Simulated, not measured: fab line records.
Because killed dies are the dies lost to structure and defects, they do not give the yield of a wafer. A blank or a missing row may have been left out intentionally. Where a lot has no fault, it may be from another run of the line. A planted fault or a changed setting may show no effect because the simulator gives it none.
Split-lot study / flow rit-cmos / route with 202 steps; 5 lots, 23 wafers read

== SPLIT DETAILS ==
At RIT_PLDD_IMPLANT_08, the setting energy-kev was moved away from the recipe's 20 on 11 of the 23 wafers read, by -3.0% to +4.6%. This setting was run at the recipe's value on the other wafers.

The split's own step is where the reading is taken.

== THE READING ==
implant.drp-nm (the simulator's own value, which no gauge read), in nm, at RIT_PLDD_IMPLANT_08. The file does not state a usual value for it.

wafer=L074.1; tool, chamber at the split=implanter-01, 0; energy-kev as run=20; against the recipe=recipe; implant.drp-nm, nm=9.752; against lot-mates on the recipe=-
wafer=L074.6; tool, chamber at the split=implanter-01, 0; energy-kev as run=20; against the recipe=recipe; implant.drp-nm, nm=9.752; against lot-mates on the recipe=-
wafer=L074.2; tool, chamber at the split=implanter-01, 0; energy-kev as run=20.89; against the recipe=+4.4%; implant.drp-nm, nm=10.05; against lot-mates on the recipe=+0.298
wafer=L074.3; tool, chamber at the split=implanter-01, 0; energy-kev as run=20.89; against the recipe=+4.4%; implant.drp-nm, nm=10.05; against lot-mates on the recipe=+0.298
wafer=L074.4; tool, chamber at the split=implanter-01, 0; energy-kev as run=20.89; against the recipe=+4.4%; implant.drp-nm, nm=10.05; against lot-mates on the recipe=+0.298
wafer=L077.1; tool, chamber at the split=implanter-04, 0; energy-kev as run=20; against the recipe=recipe; implant.drp-nm, nm=9.752; against lot-mates on the recipe=-
wafer=L077.2; tool, chamber at the split=implanter-04, 0; energy-kev as run=20; against the recipe=recipe; implant.drp-nm, nm=9.752; against lot-mates on the recipe=-
wafer=L077.5; tool, chamber at the split=implanter-04, 0; energy-kev as run=20; against the recipe=recipe; implant.drp-nm, nm=9.752; against lot-mates on the recipe=-
wafer=L077.4; tool, chamber at the split=implanter-04, 0; energy-kev as run=20.92; against the recipe=+4.6%; implant.drp-nm, nm=10.06; against lot-mates on the recipe=+0.308
wafer=L077.6; tool, chamber at the split=implanter-04, 0; energy-kev as run=20.92; against the recipe=+4.6%; implant.drp-nm, nm=10.06; against lot-mates on the recipe=+0.308
wafer=L078.1; tool, chamber at the split=implanter-01, 0; energy-kev as run=20; against the recipe=recipe; implant.drp-nm, nm=9.752; against lot-mates on the recipe=-
wafer=L078.2; tool, chamber at the split=implanter-01, 0; energy-kev as run=20; against the recipe=recipe; implant.drp-nm, nm=9.752; against lot-mates on the recipe=-
wafer=L078.6; tool, chamber at the split=implanter-01, 0; energy-kev as run=20; against the recipe=recipe; implant.drp-nm, nm=9.752; against lot-mates on the recipe=-
wafer=L080.1; tool, chamber at the split=implanter-03, 0; energy-kev as run=19.4; against the recipe=-3.0%; implant.drp-nm, nm=9.545; against lot-mates on the recipe=-0.207
wafer=L080.2; tool, chamber at the split=implanter-03, 0; energy-kev as run=19.4; against the recipe=-3.0%; implant.drp-nm, nm=9.545; against lot-mates on the recipe=-0.207
wafer=L080.4; tool, chamber at the split=implanter-03, 0; energy-kev as run=19.4; against the recipe=-3.0%; implant.drp-nm, nm=9.545; against lot-mates on the recipe=-0.207
wafer=L080.3; tool, chamber at the split=implanter-03, 0; energy-kev as run=20; against the recipe=recipe; implant.drp-nm, nm=9.752; against lot-mates on the recipe=-
wafer=L080.5; tool, chamber at the split=implanter-03, 0; energy-kev as run=20; against the recipe=recipe; implant.drp-nm, nm=9.752; against lot-mates on the recipe=-
wafer=L084.1; tool, chamber at the split=implanter-03, 0; energy-kev as run=19.69; against the recipe=-1.5%; implant.drp-nm, nm=9.645; against lot-mates on the recipe=-0.107
wafer=L084.2; tool, chamber at the split=implanter-03, 0; energy-kev as run=19.69; against the recipe=-1.5%; implant.drp-nm, nm=9.645; against lot-mates on the recipe=-0.107
wafer=L084.4; tool, chamber at the split=implanter-03, 0; energy-kev as run=19.69; against the recipe=-1.5%; implant.drp-nm, nm=9.645; against lot-mates on the recipe=-0.107
wafer=L084.3; tool, chamber at the split=implanter-03, 0; energy-kev as run=20; against the recipe=recipe; implant.drp-nm, nm=9.752; against lot-mates on the recipe=-
wafer=L084.6; tool, chamber at the split=implanter-03, 0; energy-kev as run=20; against the recipe=recipe; implant.drp-nm, nm=9.752; against lot-mates on the recipe=-

FIT RESULTS
A straight line over all 23 wafers: implant.drp-nm changes by +0.0676 nm for each +1% of energy-kev; r = +1.00; the points scatter about the line by 0.0017 nm.
The same after taking each lot's own level away (the mean of its wafers on the recipe; 23 wafers): +0.0676 nm for each +1%; r = +1.00; scatter 0.0017 nm.
According to that fit, moving energy-kev by its largest amount changes the reading by 0.31 nm.
The lots' own levels span 9.7520 to 9.7520 nm.
Hence the lot-to-lot level has little effect on the slope; both slopes agree.
Check: with one of the wafers moved furthest among these (+4.6%) left out of the fit, the line predicts +0.31 nm for it against its lot-mates. It came out at +0.308 nm against them.

== FURTHER SPLITS ON THESE WAFERS ==
Before the reading, these wafers also passed through other splits. Each is held against what the fit with the lots' levels taken away leaves over:
other split on the same wafers=RIT_ACTIVE_OXIDATION_01 temp-c; wafers away from the commonest value=15; r with implant.drp-nm (lot level and that fit taken away)=+0.09
other split on the same wafers=RIT_ACTIVE_COAT_06 resist-thk-nm; wafers away from the commonest value=5; r with implant.drp-nm (lot level and that fit taken away)=+0.10
other split on the same wafers=RIT_FOX1_OXIDATION_00 ox-time-s; wafers away from the commonest value=15; r with implant.drp-nm (lot level and that fit taken away)=-0.12
other split on the same wafers=RIT_NWELL_COAT_01 spin-rpm; wafers away from the commonest value=5; r with implant.drp-nm (lot level and that fit taken away)=+0.15
other split on the same wafers=RIT_NWELL_IMPLANT_08 dose-cm2; wafers away from the commonest value=6; r with implant.drp-nm (lot level and that fit taken away)=-0.03
other split on the same wafers=RIT_PWELL_DEVELOP_05 dev-temp-c; wafers away from the commonest value=8; r with implant.drp-nm (lot level and that fit taken away)=-0.05
other split on the same wafers=RIT_PRETRO_IMPLANT_08 dose-cm2; wafers away from the commonest value=11; r with implant.drp-nm (lot level and that fit taken away)=+0.07
other split on the same wafers=RIT_GATE_CVD_08 time-s; wafers away from the commonest value=18; r with implant.drp-nm (lot level and that fit taken away)=+0.25
other split on the same wafers=RIT_GATE_DEVELOP_15 dev-temp-c; wafers away from the commonest value=10; r with implant.drp-nm (lot level and that fit taken away)=-0.19
other split on the same wafers=RIT_NLDD_SOFTBAKE_02 temp-c; wafers away from the commonest value=8; r with implant.drp-nm (lot level and that fit taken away)=+0.12
other split on the same wafers=RIT_NLDD_IMPLANT_08 dose-cm2; wafers away from the commonest value=8; r with implant.drp-nm (lot level and that fit taken away)=-0.22

== THE WHOLE CHAIN: every reading that the file lists as answering this split, in the file's order ==
step=RIT_PLDD_IMPLANT_08; what it does=; reading=implant.rp-nm (the simulator's own value, which no gauge read); change (the file's fit)=+0.139 nm for each +1% of the setting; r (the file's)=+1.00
step=RIT_PLDD_IMPLANT_08; what it does=; reading=implant.drp-nm (the simulator's own value, which no gauge read); change (the file's fit)=+0.0682 nm for each +1% of the setting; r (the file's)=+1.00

== THE FILE'S OWN FIT ==
implant.drp-nm changes by +0.0682 nm for each +1% of energy-kev, r = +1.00.
